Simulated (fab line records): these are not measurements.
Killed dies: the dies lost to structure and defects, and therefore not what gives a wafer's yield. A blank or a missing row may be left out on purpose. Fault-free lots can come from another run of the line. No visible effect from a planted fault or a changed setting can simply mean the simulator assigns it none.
Matching of chambers + flow berkeley-cmos170 + 4 sister chambers for UCB170_ACTIVE_ETCH_15 on rie-diel-03
The step etches Si3N4 in CH3F/Ar/O2, stops on SiO2, target depth 242 nm, time 151 s. 8 wafers are shown with their chamber, then 8 later ones without.

== WAFERS WITH THEIR CHAMBER ==
| wafer  | chamber | throttle-valve-pct (%) | drypump-motor-current-A (A) |
|--------|---------|------------------------|-----------------------------|
| L077.5 | 0       | 7.85                   | 5.8                         |
| L085.5 | 1       | 8.12                   | 6.1                         |
| L090.5 | 2       | 8.05                   | 5.6                         |
| L090.6 | 3       | 8.05                   | 5.5                         |
| L089.1 | 0       | 7.86                   | 5.8                         |
| L089.3 | 3       | 8.05                   | 5.5                         |
| L089.4 | 1       | 8.12                   | 6.2                         |
| L093.1 | 2       | 8.04                   | 5.6                         |

== WAFERS WHOSE CHAMBER IS MISSING ==
| wafer  | throttle-valve-pct (%) | drypump-motor-current-A (A) |
|--------|------------------------|-----------------------------|
| L093.2 | 7.87                   | 5.8                         |
| L093.5 | 7.86                   | 5.8                         |
| L094.3 | 8.04                   | 5.6                         |
| L094.4 | 8.12                   | 6.1                         |
| L094.5 | 8.04                   | 5.5                         |
| L097.2 | 7.85                   | 5.8                         |
| L097.3 | 8.05                   | 5.6                         |
| L097.5 | 7.86                   | 5.8                         |

== THE CHAMBER EACH PASSED THROUGH ==
| wafer  | from the rows above     | in truth |
|--------|-------------------------|----------|
| L093.2 | 0                       | 0        |
| L093.5 | 0                       | 0        |
| L094.3 | 2                       | 2        |
| L094.4 | 1                       | 1        |
| L094.5 | can't be placed: 3 or 2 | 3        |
| L097.2 | 0                       | 0        |
| L097.3 | can't be placed: 2 or 3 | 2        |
| L097.5 | 0                       | 0        |
6 of 8 placed correctly. Cannot be placed on the basis of these rows: 2; the candidates contain the true chamber in 2. Wrongly placed: 0.
How it was worked out, from the rows above alone: a wafer's distance from a chamber is the root of the sum, over the readings, of the square of ((its reading less the chamber's mean) divided by the reading's scatter). The wafer belongs to the nearest chamber; if the next one is less than 2 further off, it can't be placed. A chamber's mean is the mean of its shown wafers. The scatter: the root of (the sum of the squares of (reading less its chamber's mean) over the shown wafers, divided by (wafers less chambers)).
